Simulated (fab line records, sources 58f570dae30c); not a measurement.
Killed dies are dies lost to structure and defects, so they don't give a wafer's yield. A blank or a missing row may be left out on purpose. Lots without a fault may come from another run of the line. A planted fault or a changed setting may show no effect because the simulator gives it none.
A struck lot beside a sound one | flow berkeley_cmos170 | 15 steps out of a route of 331
Sound: wafers L726.1, L726.5, L726.6. Struck: wafers L730.1, L730.2, L730.3. The cause comes at the end.
At each step with rows: each side's tool, then ch and its chambers, then its first start. Under that, the readings that differ: sound wafers | struck wafers | difference of the means | sigmas: that difference in standard deviations of wafers without a fault.
alike: readings whose means differ by less than 2 such deviations, and words and numbers that are the same on both sides. not compared: withheld readings, readings that some wafer has no value for, bounds like >300 that may hide the same value, and numbers for which the record gives no deviation and whose values overlap.
The two part at a step that has a row with sigmas, a row that says differs or no value, or rows on one side only. Numbers that don't overlap but have no deviation are shown without sigmas and don't part them. A reading that every wafer of one side lacks parts them only if that side has two wafers or more.

UCB170_NVT_OVL_MEAS_06:
  sound on overlay-01, day 7 14:34; struck on overlay-01, day 8 01:08
  alike: NVT_OVL
then, 1 step without rows for these wafers: UCB170_NVT_IMPLANT_07.
UCB170_NVT_STRIP_08: strips in O2.
  sound on plasma_asher-04 ch 0,1, day 7 14:46; struck on plasma_asher-04 ch 0,1, day 8 01:19
  alike: drypump_motor_current_A, oes_product_au, strip_time_to_endpoint_s
  not compared: rf_hours_counter_h
UCB170_NVT_TW_MEAS_09:
  sound on film_metro-02, day 7 14:52; struck on film_metro-04, day 8 01:25
  alike: NVT_TW
then, 7 steps without rows for these wafers: UCB170_NVT_CLEAN_10 (cleans in SPM, time 600 s); UCB170_PVT_HMDS_00 (prime time 60 s); UCB170_PVT_COAT_01 (resist thk 900 nm); UCB170_PVT_SOFTBAKE_02 (time 60 s); UCB170_PVT_EXPOSE_03 (exposes mask NWELL, target cd 3000 nm); UCB170_PVT_PEB_04; UCB170_PVT_DEVELOP_05 (develop time 45 s).
UCB170_PVT_OVL_MEAS_06:
  sound on overlay-01, day 8 00:45; struck on overlay-02, day 8 05:43
  alike: PVT_OVL
UCB170_PVT_IMPLANT_07:
  sound on implanter-01 ch 0, day 8 00:49; struck on implanter-01 ch 0, day 8 05:45
  reading            | sound             | struck            | difference | sigmas
  tilt_deg (degrees) | 7.014 7.030 7.018 | 5.381 5.354 5.361 | -1.655     | -87
UCB170_PVT_STRIP_08: strips in O2.
  sound on plasma_asher-04 ch 0,1, day 8 00:58; struck on plasma_asher-02 ch 0,1, day 8 05:54
  alike: drypump_motor_current_A, oes_product_au, strip_time_to_endpoint_s
  not compared: rf_hours_counter_h
UCB170_M3_PROBE_99:
  the record has rows for the sound wafers here (prober-02, day 10 09:11) and none for the struck ones

WHERE THEY PART
First at UCB170_PVT_IMPLANT_07; last, within this record, at UCB170_M3_PROBE_99.

WHY: what the simulator had put in
Process parameter drift: implanter-01, from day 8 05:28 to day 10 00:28, at UCB170_PVT_IMPLANT_07. Setting tilt_deg, moved by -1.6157, from 7. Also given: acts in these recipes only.
